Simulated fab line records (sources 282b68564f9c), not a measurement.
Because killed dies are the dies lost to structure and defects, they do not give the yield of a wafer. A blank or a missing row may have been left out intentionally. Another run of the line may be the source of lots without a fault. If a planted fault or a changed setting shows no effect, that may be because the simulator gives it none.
Comparing a struck lot with a sound one + flow ritCmos + 6 steps out of a route of 202
Sound: the wafers L213.1, L213.2, L213.6. The struck wafers were L207.2, L207.4, L207.5. The cause is named last.
Per side, at each step with rows, come the tool, then ch with its chambers, and then its first start. Under that, the readings that differ: sound wafers + struck wafers + difference of the means + sigmas: that difference in standard deviations of wafers without a fault.
alike: a reading whose means differ by less than 2 such deviations, as well as words and numbers matching on both sides. not compared: withheld readings; readings where some wafer has no value; bounds like >300 that might hide an equal value; numbers whose values overlap and for which the record gives no deviation.
The two part at a step that has a row with sigmas, a row that says differs or no value, or rows on one side only. When numbers do not overlap yet have no deviation, they are printed without sigmas and do not part them. A reading missing from all wafers of one side parts the sides only when that side holds two or more wafers.

RIT_ACTIVE_BOW_MEAS_00:
  struck on filmMetro-02, day 3 02:01; sound on filmMetro-03, day 4 08:00
  alike: INCOMING_BOW
then, 1 step without rows for these wafers: RIT_ACTIVE_OXIDATION_01 (target thk 46.8 nm, ox time 3360 s).
RIT_ACTIVE_THK_MEAS_02:
  struck on filmMetro-03, day 3 04:04; sound on filmMetro-03, day 4 10:30
  alike: ACTIVE_OXIDE_THK
RIT_ACTIVE_CVD_03: deposits Si3N4 from SiH2Cl2/NH3, target thk 150 nm, time 1500 s.
  sound on lpcvd-01 ch 0, day 4 10:34; struck on lpcvd-02 ch 0, day 3 04:07
| reading                                 | sound                | struck               | difference | sigmas      |
|-----------------------------------------|----------------------|----------------------|------------|-------------|
| spikeTcCentreC (C)                      | 810.2 809.9 809.1    | 858.4 859.1 858.5    | +48.9      | +33         |
| spikeTcLoadC (C)                        | 835.2 836.2 835.7    | 877.8 876.4 878.9    | +42.0      | +21         |
| spikeTcSourceC (C)                      | 832.9 833.5 833.0    | 880.8 878.0 878.2    | +45.9      | +31         |
| susceptorTempC (C)                      | 809.71 810.23 809.65 | 855.08 854.89 854.64 | +45.01     | +99 or more |
| zonePowerLoadPct (%)                    | 22.2 22.3 22.4       | 27.6 26.8 26.9       | +4.8       | +5          |
| zonePowerSourcePct (%)                  | 22.9 23.0 22.7       | 26.8 26.6 26.7       | +3.8       | +4          |
| model.Si3N4_of_ACTIVE_CVD_03.thkNm (nm) | 148.2 147 147.9      | 252.8 253.4 253.6    | +105.6     |             |
  alike: sih2cl2FlowSccm
RIT_ACTIVE_THK_MEAS_04:
  struck on filmMetro-03, day 3 05:50; sound on filmMetro-02, day 4 11:58
| reading                 | sound             | struck            | difference | sigmas |
|-------------------------|-------------------|-------------------|------------|--------|
| ACTIVE_NITRIDE_THK (nm) | 148.3 147.0 147.9 | 252.8 253.4 253.6 | +105.5     | +88    |
  not compared: hold
RIT_M1_PROBE_99:
  the record holds rows for the sound wafers here (prober-02, day 6 12:16) but none for the struck ones

== WHERE THEY PART ==
Earliest at RIT_ACTIVE_CVD_03; latest, in this record, at RIT_M1_PROBE_99.

WHY: what the simulator had put in
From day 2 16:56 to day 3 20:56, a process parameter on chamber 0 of lpcvd-02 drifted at RIT_ACTIVE_CVD_03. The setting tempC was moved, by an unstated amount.
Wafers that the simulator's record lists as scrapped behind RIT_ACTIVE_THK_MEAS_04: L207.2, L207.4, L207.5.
